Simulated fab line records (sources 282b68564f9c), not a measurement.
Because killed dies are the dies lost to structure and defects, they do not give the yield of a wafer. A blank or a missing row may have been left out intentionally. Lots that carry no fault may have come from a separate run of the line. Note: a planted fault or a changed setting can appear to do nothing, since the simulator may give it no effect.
fab line records	flow rit_cmos
record: lots: 7	wafers: 21	last_day: 7
route steps=202 shown SPACER@128 NSD@131 PSD@142 SDANNEAL@153
lots that met no fault: taken from a fault-free run of the same line
start_h: hours from the record's first day to the start of the lot's first wafer shown	wait_h: hours from the lot's prior step to this one	" the same as in the row above	L1.1+2: one row covering several wafers at once	- no value, or no start was given	* or withheld: withheld	< > ~ a bound
route shown NAME@n: names a module that has steps shown in the file, with the first one's number in the route	usual: average and standard deviation across the fault-free wafers	same: alike in all rows	chamber/n: place in a boat	sites: readings site by site	_std_site: the values' standard deviation	_edge_site: outer sites' mean less inner sites'	radius_mm: for every site, how far away it sits from the centre of the wafer	mask NAME#n: copy n	behind: the tool/chamber that last shaped the wafer	hold: reason for holding the lot/hours on hold/outcome of the hold	device: which transistor (n, p or np) failed to switch	end of line: at the end of the route, the tests of the same wafers	where a step has no rows: the recipe by itself	killed: dies that structure and defects cost at the first sort, which is not the same as the wafer's yield	map: a wafer's dies, marking killed ones x, the rest . and places with no die _
set.NAME: the setting as run; set.NAME@STEP: as run at that earlier step	model.NAME: the simulator's own value behind a step, which no gauge read
lots at selected steps of the route; one table per step, one row per wafer
services: from which hour (start_h, from the record's first day; less than 0 if before it) a tool's chamber was out of use, for how many hours, and why
== steps ==
step: RIT_SPACER_CVD_03
recipe: material: Si3N4	target_thk_nm: 250	temp_c: 810	precursor: SiH2Cl2/NH3	time_s: 3300	pressure_mtorr: 300	sih2cl2_flow_sccm: 60	nh3_flow_sccm: 150
step: RIT_SPACER_THK_MEAS_04
recipe: reads: Si3N4_of_SPACER_CVD_03
usual: SPACER_NITRIDE_THK: 249.8/2.1
lot.wafer	tool	chamber	start_h	wait_h	SPACER_NITRIDE_THK[nm]
L558.1	film_metro-03	-	52.18	0.0	251.1
L558.4	"	-	"	"	247.9
L558.5	"	-	"	"	246.2
L563.1	film_metro-01	-	76.67	0.0	250.2
L563.2	"	-	"	"	251.7
L563.5	"	-	"	"	253.8
L564.4	film_metro-04	-	80.96	0.0	247.9
L564.5	"	-	"	"	247.9
L564.6	"	-	"	"	249.2
L565.2	film_metro-04	-	82.64	0.0	247.1
L565.3	"	-	"	"	247.3
L565.5	"	-	"	"	246.5
L572.4	film_metro-04	-	115.18	0.0	248.6
L572.5	"	-	"	"	247.6
L572.6	"	-	"	"	247.4
L573.2	film_metro-04	-	122.75	0.0	246.6
L573.4	"	-	"	"	245.9
L573.6	"	-	"	"	247.2
L580.1	film_metro-03	-	155.61	0.0	249.2
L580.3	"	-	"	"	252.1
L580.4	"	-	"	"	248.8
step: RIT_SPACER_ETCHBACK_05
recipe: target_depth_a: 2500	SF6_flow_sccm: 30	CHF3_flow_sccm: 30	target: Si3N4	chemistry: SF6/CHF3	pressure_mtorr: 40	rf_w: 250	time_s: 240	stop_on: SiO2
usual: SF6_flow_sccm: 30.01/0.085	drypump_motor_current_A: 5.8/0.31	oes_product_au: 0.842/0.014	throttle_valve_pct: 10.23/0.17
same: time_s: 240
lot.wafer	tool	chamber	start_h	wait_h	SF6_flow_sccm	drypump_motor_current_A	oes_product_au	rf_hours_counter_h	throttle_valve_pct
L558.1	rie_diel-02	3	52.24	0.1	29.89	6.0	0.832	16	10.00
L558.4	"	1	"	"	30.05	5.3	0.833	117	10.58
L558.5	"	1	"	"	30.06	5.4	0.836	-	10.58
L563.1	rie_diel-02	0	76.73	0.1	29.95	5.7	0.835	3	10.15
L563.2	"	1	"	"	30.01	5.3	0.849	117	10.58
L563.5	"	0	"	"	29.84	5.7	0.832	-	10.14
L564.4	rie_diel-04	0	80.99	0.0	30.09	5.9	0.855	1	10.20
L564.5	"	1	"	"	30.00	5.9	0.826	-	10.22
L564.6	"	0	"	"	30.02	5.9	0.856	-	10.20
L565.2	rie_diel-02	2	82.69	0.0	30.17	6.1	0.817	155	10.15
L565.3	"	0	"	"	30.04	5.7	0.817	3	10.14
L565.5	"	3	"	"	30.06	6.0	0.815	-	10.00
L572.4	rie_diel-04	1	115.28	0.1	29.82	5.8	0.831	-	10.24
L572.5	"	3	"	"	30.03	5.3	0.836	-	10.20
L572.6	"	0	"	"	29.97	5.9	0.847	-	10.19
L573.2	rie_diel-04	1	122.80	0.0	30.05	5.8	0.823	3	10.20
L573.4	"	3	"	"	30.04	5.4	0.829	-	10.19
L573.6	"	0	"	"	30.15	5.9	0.848	-	10.20
L580.1	rie_diel-03	0	155.67	0.1	30.00	5.2	0.870	106	10.38
L580.3	"	1	"	"	30.19	5.3	0.865	11	10.04
L580.4	"	3	"	"	30.07	6.3	0.844	1	10.37
step: RIT_NSD_HMDS_00
recipe: prime_time_s: 60	prime_temp_c: 140
step: RIT_NSD_COAT_01
recipe: resist: NOVOLAK	spin_rpm: 3250	resist_thk_nm: 1000
step: RIT_NSD_SOFTBAKE_02
recipe: resist: NOVOLAK	temp_c: 90	time_s: 60
step: RIT_NSD_EXPOSE_03
recipe: mask_id: M9	na: 0.57	target_cd_nm: 40700	dose_mj: 250
step: RIT_NSD_PEB_04
recipe: resist: NOVOLAK	temp_c: withheld	time_s: withheld
step: RIT_NSD_DEVELOP_05
recipe: resist: NOVOLAK	develop_time_s: 50	dev_temp_c: 23
step: RIT_NSD_OVL_MEAS_06
usual: NSD_OVL: -0.2/1.6
lot.wafer	tool	chamber	start_h	wait_h	NSD_OVL[nm]
L558.1	overlay-02	-	53.24	-	-1.5
L558.4	"	-	"	"	0.4
L558.5	"	-	"	"	-1.4
L563.1	overlay-01	-	78.00	-	3.4
L563.2	"	-	"	"	0.7
L563.5	"	-	"	"	2.0
L564.4	overlay-02	-	82.01	-	0.4
L564.5	"	-	"	"	0.3
L564.6	"	-	"	"	0.9
L565.2	overlay-02	-	83.69	-	-1.7
L565.3	"	-	"	"	0.0
L565.5	"	-	"	"	-0.2
L572.4	overlay-01	-	116.23	-	-0.6
L572.5	"	-	"	"	0.0
L572.6	"	-	"	"	0.8
L573.2	overlay-02	-	124.01	-	0.1
L573.4	"	-	"	"	-0.6
L573.6	"	-	"	"	-1.4
L580.1	overlay-02	-	156.79	-	-1.4
L580.3	"	-	"	"	-0.8
L580.4	"	-	"	"	-2.2
step: RIT_NSD_HARDBAKE_07
recipe: resist: NOVOLAK	temp_c: 140	time_s: 60
step: RIT_NSD_IMPLANT_08
recipe: species: P	energy_kev: 25	dose_cm2: 1e+15	tilt_deg: 7
step: RIT_NSD_STRIP_09
recipe: chemistry: O2	time_s: 180	resist: NOVOLAK	platen_temp_c: withheld	power_w: 500	pressure_mtorr: 4000	o2_flow_sccm: 4000
usual: chamber_pressure_mTorr: 4000/3.8	drypump_motor_current_A: 5.9/0.6	time_s: 180/0
lot.wafer	tool	chamber	start_h	wait_h	chamber_pressure_mTorr	drypump_motor_current_A	rf_hours_counter_h	time_s	model.NOVOLAK_of_NSD_COAT_01.thk_nm
L558.1	plasma_asher-01	0	53.58	0.1	4000	6.4	40	180	0
L558.4	"	0	"	"	4005	6.4	-	180	0
L558.5	"	0	"	"	3998	6.3	-	180	0
L563.1	plasma_asher-01	1	78.53	0.1	-	-	-	-	883.1
L563.2	"	0	"	"	-	-	-	-	885.1
L563.5	"	1	"	"	-	-	-	-	882.6
L564.4	plasma_asher-02	0	82.39	0.1	-	-	-	-	883.3
L564.5	"	0	"	"	-	-	-	-	884.8
L564.6	"	1	"	"	-	-	-	-	881.8
L565.2	plasma_asher-04	1	84.05	0.1	-	-	-	-	884.4
L565.3	"	0	"	"	-	-	-	-	883.9
L565.5	"	0	"	"	-	-	-	-	885.3
L572.4	plasma_asher-02	1	116.60	0.1	3998	5.0	-	180	0
L572.5	"	1	"	"	3991	5.0	-	180	0
L572.6	"	0	"	"	4005	5.3	-	180	0
L573.2	plasma_asher-02	1	124.34	0.1	4004	5.0	48	180	0
L573.4	"	0	"	"	4003	5.3	-	180	0
L573.6	"	0	"	"	4009	5.3	-	180	0
L580.1	plasma_asher-02	1	157.13	0.1	4002	5.0	52	180	0
L580.3	"	0	"	"	4000	5.3	-	180	0
L580.4	"	1	"	"	3994	5.0	-	180	0
step: RIT_NSD_TW_MEAS_10
usual: NSD_TW: 3129/42
lot.wafer	tool	chamber	start_h	wait_h	NSD_TW
L558.1	film_metro-01	-	53.76	0.1	3130
L558.4	"	-	"	"	3104
L558.5	"	-	"	"	3096
L563.1	film_metro-03	-	78.71	0.1	3109
L563.2	"	-	"	"	3099
L563.5	"	-	"	"	3124
L564.4	film_metro-03	-	82.53	0.1	3114
L564.5	"	-	"	"	3097
L564.6	"	-	"	"	3111
L565.2	film_metro-03	-	84.24	0.1	3114
L565.3	"	-	"	"	3093
L565.5	"	-	"	"	3101
L572.4	film_metro-03	-	116.75	0.1	3076
L572.5	"	-	"	"	3063
L572.6	"	-	"	"	3078
L573.2	film_metro-01	-	124.52	0.1	3141
L573.4	"	-	"	"	3131
L573.6	"	-	"	"	3133
L580.1	film_metro-03	-	157.30	0.1	3101
L580.3	"	-	"	"	3094
L580.4	"	-	"	"	3101
step: RIT_PSD_HMDS_00
recipe: prime_time_s: 60	prime_temp_c: 140
step: RIT_PSD_COAT_01
recipe: resist: NOVOLAK	spin_rpm: 3250	resist_thk_nm: 1000
step: RIT_PSD_SOFTBAKE_02
recipe: resist: NOVOLAK	temp_c: 90	time_s: 60
step: RIT_PSD_EXPOSE_03
recipe: mask_id: M10	na: 0.57	target_cd_nm: 40900	dose_mj: 250
step: RIT_PSD_PEB_04
recipe: resist: NOVOLAK	temp_c: withheld	time_s: withheld
step: RIT_PSD_DEVELOP_05
recipe: resist: NOVOLAK	develop_time_s: 50	dev_temp_c: 23
step: RIT_PSD_OVL_MEAS_06
usual: PSD_OVL: 0.4/1.5
lot.wafer	tool	chamber	start_h	wait_h	PSD_OVL[nm]
L558.1	overlay-01	-	54.67	-	2.2
L558.4	"	-	"	"	0.9
L558.5	"	-	"	"	2.1
L563.1	overlay-02	-	79.62	-	-1.6
L563.2	"	-	"	"	-1.0
L563.5	"	-	"	"	-1.0
L564.4	overlay-01	-	83.59	-	0.1
L564.5	"	-	"	"	1.5
L564.6	"	-	"	"	1.8
L565.2	overlay-02	-	85.39	-	0.1
L565.3	"	-	"	"	3.0
L565.5	"	-	"	"	1.9
L572.4	overlay-02	-	117.65	-	1.4
L572.5	"	-	"	"	-0.2
L572.6	"	-	"	"	-1.8
L573.2	overlay-01	-	125.43	-	-0.1
L573.4	"	-	"	"	-3.7
L573.6	"	-	"	"	-1.3
L580.1	overlay-01	-	158.34	-	-0.6
L580.3	"	-	"	"	-0.9
L580.4	"	-	"	"	0.8
step: RIT_PSD_HARDBAKE_07
recipe: resist: NOVOLAK	temp_c: 140	time_s: 60
step: RIT_PSD_IMPLANT_08
recipe: species: BF2	energy_kev: 27	dose_cm2: 5e+15	tilt_deg: 7
step: RIT_PSD_STRIP_09
recipe: chemistry: O2	time_s: 180	resist: NOVOLAK	platen_temp_c: withheld	power_w: 500	pressure_mtorr: 4000	o2_flow_sccm: 4000
usual: chamber_pressure_mTorr: 4000/3.4	drypump_motor_current_A: 5.8/0.62
same: time_s: 180
lot.wafer	tool	chamber	start_h	wait_h	chamber_pressure_mTorr	drypump_motor_current_A	rf_hours_counter_h
L558.1	plasma_asher-01	1	55.01	0.1	3999	6.3	40
L558.4	"	1	"	"	3998	6.3	-
L558.5	"	0	"	"	3996	6.3	-
L563.1	plasma_asher-02	1	79.96	0.1	4001	5.0	43
L563.2	"	0	"	"	4004	5.3	43
L563.5	"	0	"	"	3999	5.3	-
L564.4	plasma_asher-01	0	83.96	0.1	3998	6.3	-
L564.5	"	1	"	"	3999	6.3	-
L564.6	"	0	"	"	3999	6.3	-
L565.2	plasma_asher-01	0	85.84	0.1	3999	6.3	44
L565.3	"	0	"	"	3999	6.4	-
L565.5	"	1	"	"	3999	6.3	-
L572.4	plasma_asher-01	1	118.02	0.1	4001	6.4	-
L572.5	"	0	"	"	3998	6.3	-
L572.6	"	1	"	"	3998	6.3	-
L573.2	plasma_asher-02	1	125.76	0.1	3995	5.0	48
L573.4	"	0	"	"	3996	5.3	-
L573.6	"	0	"	"	3990	5.3	-
L580.1	plasma_asher-02	0	158.67	0.1	4003	5.3	52
L580.3	"	0	"	"	4001	5.3	-
L580.4	"	1	"	"	4002	5.0	-
step: RIT_PSD_TW_MEAS_10
usual: PSD_TW: 3443/42
lot.wafer	tool	chamber	start_h	wait_h	PSD_TW
L558.1	film_metro-02	-	55.18	0.1	3480
L558.4	"	-	"	"	3506
L558.5	"	-	"	"	3493
L563.1	film_metro-03	-	80.13	0.1	30
L563.2	"	-	"	"	30
L563.5	"	-	"	"	30
L564.4	film_metro-01	-	84.11	0.1	30
L564.5	"	-	"	"	30
L564.6	"	-	"	"	30
L565.2	film_metro-03	-	86.02	0.1	30
L565.3	"	-	"	"	30
L565.5	"	-	"	"	30
L572.4	film_metro-01	-	118.17	0.1	3400
L572.5	"	-	"	"	3437
L572.6	"	-	"	"	3445
L573.2	film_metro-03	-	125.94	0.1	3374
L573.4	"	-	"	"	3379
L573.6	"	-	"	"	3389
L580.1	film_metro-03	-	158.85	0.1	3412
L580.3	"	-	"	"	3418
L580.4	"	-	"	"	3408
step: RIT_SDANNEAL_CLEAN_00
recipe: chemistry: SC1	mix: 3:3:50	time_s: 600	temp_c: 75
== services ==
tool	chamber	start_h	hours	kind
rie_diel-04	1	33.26	12.4	repair
rie_diel-03	0	36.34	12.2	repair
rie_diel-03	3	66.55	-	clean
rie_diel-02	-	69.61	0.8	repair
rie_diel-04	-	75.58	2.8	pm
rie_diel-03	-	82.63	1.3	repair
rie_diel-04	-	87.53	0.4	repair
rie_diel-03	-	92.45	0.4	repair
plasma_asher-01	-	108.75	9.0	pm
plasma_asher-01	0	108.75	9.0	vent_cycle
plasma_asher-01	1	108.75	9.0	vent_cycle
rie_diel-04	2	109.46	16.7	repair
rie_diel-02	2	111.94	8.3	repair
plasma_asher-01	0	117.75	-	clean
plasma_asher-01	1	117.75	-	clean
rie_diel-03	0	126.46	5.0	repair
rie_diel-02	2	129.24	-	clean
rie_diel-02	2	129.24	20.4	scheduled_down
rie_diel-02	2	129.24	20.4	vent_cycle
rie_diel-03	2	130.14	9.4	repair
rie_diel-04	2	147.38	-	clean
rie_diel-04	2	147.38	24.0	scheduled_down
rie_diel-04	2	147.38	24.0	vent_cycle
plasma_asher-02	-	147.75	0.7	repair
== key ==
first_sign: step: RIT_NSD_STRIP_09	reading: tool_record	direction: missing
effect: step: RIT_PSD_TW_MEAS_10	reading: PSD_TW	direction: down	sigmas: 80	usual: 3443	struck: 30
model_effect: step: RIT_NSD_STRIP_09	value: NOVOLAK_of_NSD_COAT_01.thk_nm	without: 0	struck: 883.8
met_at RIT_NSD_STRIP_09
struck_wafers L563.1,L563.2,L563.5,L564.4,L564.5,L564.6,L565.2,L565.3,L565.5
later_rows_left_out L563.1,L563.2,L563.5,L564.4,L564.5,L564.6,L565.2,L565.3,L565.5
sort_left_out L563.1,L563.2,L563.5,L564.4,L564.5,L564.6,L565.2,L565.3,L565.5
tester_left_out L563,L564,L565
onset_between 53.58 78.53
fault: kind: skipped_step_whole	tool: plasma_asher-01,plasma_asher-02,plasma_asher-04	chamber: -	onset_h: 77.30	steps: RIT_NSD_STRIP_09	scope: struck_lots_only
tester_left_out: of these lots the tester's yield and bins aren't shown, on N5 and GAA mostly nor the transistor test; their killed dies are dies lost to structure and defects alone, not to doping, threshold or leakage, so they don't give the yield
sort_left_out: the simulated sort isn't trusted on such a fault, so these wafers' sort isn't shown, and their yield isn't known
later_rows_left_out: the simulator's readings of these wafers behind a module that went badly wrong aren't trusted and aren't shown, but for the sort
